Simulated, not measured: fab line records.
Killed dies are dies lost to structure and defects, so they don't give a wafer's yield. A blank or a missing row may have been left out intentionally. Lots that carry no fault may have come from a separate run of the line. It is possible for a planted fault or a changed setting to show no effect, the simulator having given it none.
fab line records + flow rit-cmos
record:
- lots: 14
- wafers: 42
- last-day: 7
route steps=202 shown SDANNEAL@156 PSD@157 NSD@158 PLDD@159 M1@202
lots with no fault: from the same line, run without faults
start-h: the number of hours between the record's first day and the start of the first shown wafer of the lot + wait-h: how many hours have passed since the lot's step before this one + " repeats the value in the row above + L1.1+2: a row that stands for several wafers + - no value, or no start was given + * or withheld: withheld + < > ~ a bound
route shown NAME@n: NAME is a module with steps in the file, n the number in the route of the first one + usual: the fault-free wafers' mean and standard deviation + same: alike in all rows + chamber/n: place in a boat + sites: readings site by site + _std_site: how widely they spread, as a standard deviation + _edge_site: inner sites' mean taken away from outer sites' mean + radius-mm: for every site, how far away it sits from the centre of the wafer + mask NAME#n: copy n + behind: tool/chamber where the wafer was last shaped + hold: cause of the lot's hold/its duration in hours/its outcome + device: the transistor (n, p or np) that didn't switch + end of line: tests run on the same wafers once the route is complete + where a step has no rows: the recipe by itself + killed: count of dies lost to structure and defects at first sort (not the wafer's yield) + map: shows each die of a wafer: x if killed, . if not, _ if none is there
set.NAME: setting as actually run; set.NAME@STEP: the setting as run at that earlier step + model.NAME: the simulator's own value behind a step, which no gauge read
a sample of lots followed through the steps of the route, with each step as a table and each wafer as a row
services: from which hour (start-h, from the record's first day; less than 0 if before it) a tool's chamber was out of use, for how many hours, and why
== steps ==
step: RIT_SDANNEAL_RTA_03
recipe:
- temp-c: 1050
- time-s: 5
- idle-temp-c: 600
- ramp-up-c-per-s: 342
- ramp-down-c-per-s: 171
- cool-to-c: 600
- ambient: N2
usual:
- wafer_temp_C_max: 1053.6/1.2
| lot.wafer | tool          | chamber | start-h | wait-h | wafer_temp_C_max |
|-----------|---------------|---------|---------|--------|------------------|
| L522.3    | rtp-anneal-01 | 0       | 52.49   | 0.0    | 1056.1           |
| L522.4    | "             | 0       | "       | "      | 1052.9           |
| L522.6    | "             | 0       | "       | "      | 1054.8           |
| L523.1    | rtp-anneal-02 | 0       | 54.50   | 0.0    | 1056.1           |
| L523.4    | "             | 0       | "       | "      | 1052.7           |
| L523.5    | "             | 0       | "       | "      | 1052.6           |
| L524.3    | rtp-anneal-01 | 0       | 58.58   | 0.0    | 1053.5           |
| L524.5    | "             | 0       | "       | "      | 1052.6           |
| L524.6    | "             | 0       | "       | "      | 1054.0           |
| L525.1    | rtp-anneal-02 | 0       | 64.06   | 0.0    | 1053.0           |
| L525.2    | "             | 0       | "       | "      | 1053.6           |
| L525.5    | "             | 0       | "       | "      | 1053.2           |
| L526.2    | rtp-anneal-01 | 0       | 68.73   | 0.0    | 1055.2           |
| L526.3    | "             | 0       | "       | "      | 1052.0           |
| L526.4    | "             | 0       | "       | "      | 1052.4           |
| L529.1    | rtp-anneal-02 | 0       | 85.78   | 0.0    | 1012.4           |
| L529.2    | "             | 0       | "       | "      | 1015.5           |
| L529.4    | "             | 0       | "       | "      | 1011.6           |
| L530.1    | rtp-anneal-01 | 0       | 88.66   | 0.0    | 1055.0           |
| L530.2    | "             | 0       | "       | "      | 1053.4           |
| L530.5    | "             | 0       | "       | "      | 1053.5           |
| L531.1    | rtp-anneal-02 | 0       | 94.08   | 0.0    | 1012.6           |
| L531.2    | "             | 0       | "       | "      | 1015.4           |
| L531.5    | "             | 0       | "       | "      | 1012.1           |
| L534.1    | rtp-anneal-01 | 0       | 113.12  | 0.0    | 1055.4           |
| L534.2    | "             | 0       | "       | "      | 1052.2           |
| L534.5    | "             | 0       | "       | "      | 1052.3           |
| L538.2    | rtp-anneal-01 | 0       | 130.64  | 0.0    | 1053.3           |
| L538.3    | "             | 0       | "       | "      | 1053.2           |
| L538.6    | "             | 0       | "       | "      | 1052.4           |
| L539.3    | rtp-anneal-01 | 0       | 135.41  | 0.0    | 1051.9           |
| L539.4    | "             | 0       | "       | "      | 1055.2           |
| L539.6    | "             | 0       | "       | "      | 1055.3           |
| L541.2    | rtp-anneal-01 | 0       | 145.40  | 0.0    | 1054.7           |
| L541.3    | "             | 0       | "       | "      | 1053.2           |
| L541.5    | "             | 0       | "       | "      | 1053.1           |
| L544.2    | rtp-anneal-02 | 0       | 158.76  | 0.0    | 1052.9           |
| L544.5    | "             | 0       | "       | "      | 1053.1           |
| L544.6    | "             | 0       | "       | "      | 1052.0           |
| L545.2    | rtp-anneal-01 | 0       | 164.77  | 0.0    | 1052.8           |
| L545.4    | "             | 0       | "       | "      | 1056.8           |
| L545.6    | "             | 0       | "       | "      | 1051.7           |
step: RIT_SDANNEAL_RS_MEAS_04
recipe:
- thk-meas-gauge: four-point-probe
usual:
- PSD_RS: 115.9/0.36
| lot.wafer | tool          | chamber | start-h | wait-h | PSD_RS[ohm/sq] |
|-----------|---------------|---------|---------|--------|----------------|
| L522.3    | film-metro-01 | -       | 52.57   | 0.1    | 116.1          |
| L522.4    | "             | -       | "       | "      | 116.5          |
| L522.6    | "             | -       | "       | "      | 116.4          |
| L523.1    | film-metro-01 | -       | 54.56   | 0.0    | 115.8          |
| L523.4    | "             | -       | "       | "      | 115.6          |
| L523.5    | "             | -       | "       | "      | 115.9          |
| L524.3    | film-metro-01 | -       | 58.66   | 0.1    | 116.0          |
| L524.5    | "             | -       | "       | "      | 116.5          |
| L524.6    | "             | -       | "       | "      | 116.4          |
| L525.1    | film-metro-01 | -       | 64.18   | 0.1    | 115.9          |
| L525.2    | "             | -       | "       | "      | 115.9          |
| L525.5    | "             | -       | "       | "      | 115.9          |
| L526.2    | film-metro-01 | -       | 68.80   | 0.1    | 115.7          |
| L526.3    | "             | -       | "       | "      | 115.7          |
| L526.4    | "             | -       | "       | "      | 116.0          |
| L529.1    | film-metro-03 | -       | 85.84   | 0.0    | 145.1          |
| L529.2    | "             | -       | "       | "      | 145.2          |
| L529.4    | "             | -       | "       | "      | 144.9          |
| L530.1    | film-metro-02 | -       | 88.72   | 0.0    | 115.9          |
| L530.2    | "             | -       | "       | "      | 115.7          |
| L530.5    | "             | -       | "       | "      | 115.3          |
| L531.1    | film-metro-02 | -       | 94.14   | 0.0    | 143.9          |
| L531.2    | "             | -       | "       | "      | 144.0          |
| L531.5    | "             | -       | "       | "      | 144.3          |
| L534.1    | film-metro-02 | -       | 113.18  | 0.0    | 115.7          |
| L534.2    | "             | -       | "       | "      | 115.8          |
| L534.5    | "             | -       | "       | "      | 115.4          |
| L538.2    | film-metro-01 | -       | 130.71  | 0.1    | 116.0          |
| L538.3    | "             | -       | "       | "      | 116.1          |
| L538.6    | "             | -       | "       | "      | 116.0          |
| L539.3    | film-metro-01 | -       | 135.48  | 0.1    | 116.2          |
| L539.4    | "             | -       | "       | "      | 116.3          |
| L539.6    | "             | -       | "       | "      | 116.7          |
| L541.2    | film-metro-02 | -       | 145.47  | 0.1    | 115.9          |
| L541.3    | "             | -       | "       | "      | 115.9          |
| L541.5    | "             | -       | "       | "      | 115.9          |
| L544.2    | film-metro-03 | -       | 158.83  | 0.1    | 116.2          |
| L544.5    | "             | -       | "       | "      | 116.1          |
| L544.6    | "             | -       | "       | "      | 115.7          |
| L545.2    | film-metro-02 | -       | 164.84  | 0.1    | 115.6          |
| L545.4    | "             | -       | "       | "      | 115.4          |
| L545.6    | "             | -       | "       | "      | 115.6          |
step: RIT_SDANNEAL_RS_MEAS_05
recipe:
- thk-meas-gauge: four-point-probe
usual:
- NSD_RS: 84.6/0.35
| lot.wafer | tool          | chamber | start-h | wait-h | NSD_RS[ohm/sq] |
|-----------|---------------|---------|---------|--------|----------------|
| L522.3    | film-metro-01 | -       | 52.69   | 0.1    | 84.5           |
| L522.4    | "             | -       | "       | "      | 84.4           |
| L522.6    | "             | -       | "       | "      | 84.2           |
| L523.1    | film-metro-01 | -       | 54.68   | 0.1    | 85.1           |
| L523.4    | "             | -       | "       | "      | 85.1           |
| L523.5    | "             | -       | "       | "      | 85.1           |
| L524.3    | film-metro-01 | -       | 58.78   | 0.1    | 84.8           |
| L524.5    | "             | -       | "       | "      | 84.8           |
| L524.6    | "             | -       | "       | "      | 85.0           |
| L525.1    | film-metro-01 | -       | 64.30   | 0.1    | 85.0           |
| L525.2    | "             | -       | "       | "      | 85.0           |
| L525.5    | "             | -       | "       | "      | 85.0           |
| L526.2    | film-metro-01 | -       | 68.92   | 0.1    | 84.8           |
| L526.3    | "             | -       | "       | "      | 84.7           |
| L526.4    | "             | -       | "       | "      | 85.0           |
| L529.1    | film-metro-03 | -       | 85.96   | 0.1    | 86.2           |
| L529.2    | "             | -       | "       | "      | 86.0           |
| L529.4    | "             | -       | "       | "      | 86.2           |
| L530.1    | film-metro-02 | -       | 88.84   | 0.1    | 84.0           |
| L530.2    | "             | -       | "       | "      | 84.2           |
| L530.5    | "             | -       | "       | "      | 84.0           |
| L531.1    | film-metro-02 | -       | 94.26   | 0.1    | 86.0           |
| L531.2    | "             | -       | "       | "      | 85.8           |
| L531.5    | "             | -       | "       | "      | 86.2           |
| L534.1    | film-metro-02 | -       | 113.30  | 0.1    | 84.7           |
| L534.2    | "             | -       | "       | "      | 84.6           |
| L534.5    | "             | -       | "       | "      | 84.6           |
| L538.2    | film-metro-01 | -       | 130.83  | 0.1    | 85.1           |
| L538.3    | "             | -       | "       | "      | 84.7           |
| L538.6    | "             | -       | "       | "      | 85.0           |
| L539.3    | film-metro-01 | -       | 135.60  | 0.1    | 84.9           |
| L539.4    | "             | -       | "       | "      | 84.7           |
| L539.6    | "             | -       | "       | "      | 84.6           |
| L541.2    | film-metro-02 | -       | 145.59  | 0.1    | 84.7           |
| L541.3    | "             | -       | "       | "      | 84.7           |
| L541.5    | "             | -       | "       | "      | 84.6           |
| L544.2    | film-metro-03 | -       | 158.95  | 0.1    | 84.4           |
| L544.5    | "             | -       | "       | "      | 84.6           |
| L544.6    | "             | -       | "       | "      | 84.4           |
| L545.2    | film-metro-02 | -       | 164.96  | 0.1    | 83.9           |
| L545.4    | "             | -       | "       | "      | 84.1           |
| L545.6    | "             | -       | "       | "      | 84.3           |
step: RIT_SDANNEAL_RS_MEAS_06
recipe:
- thk-meas-gauge: four-point-probe
usual:
- PLDD_RS: 178.7/0.57
| lot.wafer | tool          | chamber | start-h | wait-h | PLDD_RS[ohm/sq] |
|-----------|---------------|---------|---------|--------|-----------------|
| L522.3    | film-metro-01 | -       | 52.81   | 0.1    | 179.3           |
| L522.4    | "             | -       | "       | "      | 178.6           |
| L522.6    | "             | -       | "       | "      | 179.4           |
| L523.1    | film-metro-01 | -       | 54.80   | 0.1    | 178.6           |
| L523.4    | "             | -       | "       | "      | 178.6           |
| L523.5    | "             | -       | "       | "      | 178.9           |
| L524.3    | film-metro-01 | -       | 58.90   | 0.1    | 179.5           |
| L524.5    | "             | -       | "       | "      | 179.2           |
| L524.6    | "             | -       | "       | "      | 179.3           |
| L525.1    | film-metro-01 | -       | 64.42   | 0.1    | 179.6           |
| L525.2    | "             | -       | "       | "      | 178.7           |
| L525.5    | "             | -       | "       | "      | 179.1           |
| L526.2    | film-metro-01 | -       | 69.04   | 0.1    | 178.8           |
| L526.3    | "             | -       | "       | "      | 178.1           |
| L526.4    | "             | -       | "       | "      | 179.1           |
| L529.1    | film-metro-03 | -       | 86.08   | 0.1    | 215.8           |
| L529.2    | "             | -       | "       | "      | 215.5           |
| L529.4    | "             | -       | "       | "      | 215.8           |
| L530.1    | film-metro-02 | -       | 88.96   | 0.1    | 178.3           |
| L530.2    | "             | -       | "       | "      | 178.1           |
| L530.5    | "             | -       | "       | "      | 178.0           |
| L531.1    | film-metro-02 | -       | 94.38   | 0.1    | 214.3           |
| L531.2    | "             | -       | "       | "      | 214.6           |
| L531.5    | "             | -       | "       | "      | 214.7           |
| L534.1    | film-metro-02 | -       | 113.42  | 0.1    | 179.1           |
| L534.2    | "             | -       | "       | "      | 179.0           |
| L534.5    | "             | -       | "       | "      | 179.3           |
| L538.2    | film-metro-01 | -       | 130.95  | 0.1    | 178.6           |
| L538.3    | "             | -       | "       | "      | 178.8           |
| L538.6    | "             | -       | "       | "      | 178.8           |
| L539.3    | film-metro-01 | -       | 135.72  | 0.1    | 178.6           |
| L539.4    | "             | -       | "       | "      | 179.0           |
| L539.6    | "             | -       | "       | "      | 178.9           |
| L541.2    | film-metro-02 | -       | 145.71  | 0.1    | 179.0           |
| L541.3    | "             | -       | "       | "      | 178.5           |
| L541.5    | "             | -       | "       | "      | 178.5           |
| L544.2    | film-metro-03 | -       | 159.07  | 0.1    | 178.9           |
| L544.5    | "             | -       | "       | "      | 178.9           |
| L544.6    | "             | -       | "       | "      | 178.3           |
| L545.2    | film-metro-02 | -       | 165.08  | 0.1    | 177.1           |
| L545.4    | "             | -       | "       | "      | 178.0           |
| L545.6    | "             | -       | "       | "      | 177.4           |
step: RIT_M1_PROBE_99
usual:
- killed_at_M0_to_M3: 0.0/0.083
- killed-at-contacts: 0.1/0.36
- killed-at-front-end: 7.2/2.9
- killed-dies: 7.4/2.9
- killed-open: 3.8/2
- killed-short: 3.5/2
same:
- gross-dies: 264
- killed_at_M4_up: 0
- killed-at-back-side: 0
- killed-at-other: 0
| lot.wafer | tool      | chamber | start-h | wait-h | killed_at_M0_to_M3 | killed-at-contacts | killed-at-front-end | killed-dies | killed-open | killed-short |
|-----------|-----------|---------|---------|--------|--------------------|--------------------|---------------------|-------------|-------------|--------------|
| L541.2    | prober-02 | -       | 153.07  | 0.1    | 0                  | 0                  | 8                   | 8           | 2           | 6            |
| L541.3    | prober-02 | -       | 153.12  | 0.2    | 0                  | 0                  | 13                  | 13          | 6           | 7            |
| L541.5    | prober-02 | -       | 153.22  | 0.2    | 0                  | 0                  | 10                  | 10          | 3           | 7            |
killed by level:class
L541.2 GATE:geometric-particle:short=3 FOX1:geometric-particle:short=2 GATE:geometric-particle:open=2 SPACER:geometric-particle:short=1
L541.3 GATE:geometric-particle:open=4 GATE:geometric-particle:short=2 SPACER:geometric-particle:short=2 SILICIDE:geometric-particle:short=2 FOX1:geometric-particle:short=1 REOX:geometric-particle:open=1 SILICIDE:geometric-particle:open=1
L541.5 GATE:geometric-particle:short=4 ACTIVE:geometric-particle:short=1 FOX1:geometric-particle:open=1 GATE:geometric-particle:open=1 SPACER:geometric-particle:short=1 SILICIDE:geometric-particle:short=1 SILICIDE:geometric-particle:open=1
== services ==
| tool          | chamber | start-h | hours | kind |
|---------------|---------|---------|-------|------|
| rtp-anneal-01 | -       | 32.71   | 3.2   | pm   |
| rtp-anneal-02 | -       | 133.09  | 5.1   | pm   |
== key ==
first-sign:
- step: RIT_SDANNEAL_RTA_03
- reading: wafer_temp_C_max
- direction: down
- sigmas: 33
- usual: *
- struck: *
effect:
- step: RIT_SDANNEAL_RS_MEAS_04
- reading: PSD_RS
- direction: up
- sigmas: 79
- usual: 115.9
- struck: 144.6
effect:
- step: RIT_SDANNEAL_RS_MEAS_05
- reading: NSD_RS
- direction: up
- sigmas: 4.3
- usual: 84.6
- struck: 86.1
effect:
- step: RIT_SDANNEAL_RS_MEAS_06
- reading: PLDD_RS
- direction: up
- sigmas: 64
- usual: 178.7
- struck: 215.1
met-at RIT_SDANNEAL_RTA_03
struck-lots L529,L531
tester-left-out L529,L531
onset-between 64.06 85.78
fault:
- kind: process-parameter-drift
- tool: rtp-anneal-02
- chamber: -
- onset-h: 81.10
- steps: RIT_SDANNEAL_RTA_03
- channel: temp-c
- offset: *
- shape: step
- end-h: 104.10
- acts-in: *
- stated: *
tester-left-out: of these lots the tester's yield and bins aren't shown, on N5 and GAA mostly nor the transistor test; their killed dies are dies lost to structure and defects alone, not to doping, threshold or leakage, so they don't give the yield
